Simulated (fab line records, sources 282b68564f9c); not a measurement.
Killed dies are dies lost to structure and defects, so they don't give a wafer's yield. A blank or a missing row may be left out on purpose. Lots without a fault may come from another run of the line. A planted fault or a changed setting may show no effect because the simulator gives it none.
Split-lot experiment | flow rit_cmos | 5 lots, 23 wafers read, on a route of 202 steps

THE SPLIT
At RIT_NSD_COAT_01 (resist thk 1000 nm), the setting spin_rpm was moved away from the recipe's 3250 rpm on 10 of the 23 wafers read, by -3.5% to +5.7%. The other wafers ran this setting at the recipe's value.

FROM THE SPLIT TO THE READING: what the file shows between them, 3 steps
- RIT_NSD_SOFTBAKE_02: time 58.81 s
- RIT_NSD_EXPOSE_03: exposes mask M9, target cd 40700 nm
- RIT_NSD_DEVELOP_05: develop time 50 s

THE READING
NOVOLAK_of_NSD_COAT_01.thk_nm (the simulator's own value, which no gauge read), in nm, at RIT_NSD_HARDBAKE_07 (time 60 s). The file gives no usual value for it. The 13 wafers here that ran the recipe average 882.7 nm, standard deviation 1.9 nm.

wafer  | tool, chamber at the split | spin_rpm as run, rpm | against the recipe | NOVOLAK_of_NSD_COAT_01.thk_nm, nm | against lot-mates on the recipe
L074.1 | litho_track-03, 0          | 3250                 | recipe             | 882.4                             | -
L074.3 | litho_track-03, 0          | 3135                 | -3.5%              | 898.7                             | +15.7
L074.4 | litho_track-03, 0          | 3250                 | recipe             | 885.1                             | -
L074.5 | litho_track-03, 0          | 3250                 | recipe             | 881.6                             | -
L074.6 | litho_track-03, 0          | 3135                 | -3.5%              | 899                               | +16.0
L075.3 | litho_track-01, 0          | 3250                 | recipe             | 881.5                             | -
L075.5 | litho_track-01, 0          | 3250                 | recipe             | 881                               | -
L075.6 | litho_track-01, 0          | 3250                 | recipe             | 878                               | -
L081.1 | litho_track-04, 0          | 3435                 | +5.7%              | 857.8                             | -26.6
L081.2 | litho_track-04, 0          | 3250                 | recipe             | 883.1                             | -
L081.3 | litho_track-04, 0          | 3250                 | recipe             | 885.5                             | -
L081.5 | litho_track-04, 0          | 3435                 | +5.7%              | 862.4                             | -22.0
L081.6 | litho_track-04, 0          | 3250                 | recipe             | 884.5                             | -
L083.1 | litho_track-03, 0          | 3250                 | recipe             | 883.6                             | -
L083.2 | litho_track-03, 0          | 3171                 | -2.4%              | 894.9                             | +12.2
L083.4 | litho_track-03, 0          | 3171                 | -2.4%              | 894.9                             | +12.2
L083.3 | litho_track-03, 0          | 3171                 | -2.4%              | 889.3                             | +6.6
L083.5 | litho_track-03, 0          | 3250                 | recipe             | 881.7                             | -
L085.2 | litho_track-03, 0          | 3250                 | recipe             | 884.1                             | -
L085.3 | litho_track-03, 0          | 3384                 | +4.1%              | 866.9                             | -16.6
L085.4 | litho_track-03, 0          | 3384                 | +4.1%              | 865.2                             | -18.2
L085.5 | litho_track-03, 0          | 3384                 | +4.1%              | 866.3                             | -17.2
L085.6 | litho_track-03, 0          | 3250                 | recipe             | 882.8                             | -

THE FIT
A straight line over all 23 wafers: NOVOLAK_of_NSD_COAT_01.thk_nm changes by -4.13 nm for each +1% of spin_rpm; r = -0.98; the points scatter about the line by 2 nm.
The same after taking each lot's own level away (the mean of its wafers on the recipe; 23 wafers): -4.28 nm for each +1%; r = -0.99; scatter 1.6 nm.
On that fit, the largest move of spin_rpm shifts the reading by 24 nm.
The lots' own levels span 880.17 to 884.37 nm, that is 2.2 times the standard deviation above.
So the lot-to-lot level changes the slope little: the two slopes agree.
Check: with one of the wafers moved furthest among these (+5.7%) left out of the fit, the line predicts -23.6 nm for it against its lot-mates. It came out at -26.6 nm against them.

OTHER SPLITS ON THESE WAFERS
These wafers also went through other splits before the reading. Each is held against what the fit with the lots' levels taken away leaves over:
other split on the same wafers | wafers away from the commonest value | r with NOVOLAK_of_NSD_COAT_01.thk_nm (lot level and that fit taken away)
RIT_PLDD_IMPLANT_08 dose_cm2   | 12                                   | +0.34

THE WHOLE CHAIN: every reading that the file lists as answering this split, in the file's order
step                | what it does       | reading                                                                        | change (the file's fit)              | r (the file's)
RIT_NSD_COAT_01     | resist thk 1000 nm | NOVOLAK_of_NSD_COAT_01.thk_nm (the simulator's own value, which no gauge read) | -4.9 nm for each +1% of the setting  | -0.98
RIT_NSD_HARDBAKE_07 | time 60 s          | NOVOLAK_of_NSD_COAT_01.thk_nm (the simulator's own value, which no gauge read) | -4.28 nm for each +1% of the setting | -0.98

THE FILE'S OWN FIT
NOVOLAK_of_NSD_COAT_01.thk_nm changes by -4.28 nm for each +1% of spin_rpm, r = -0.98.
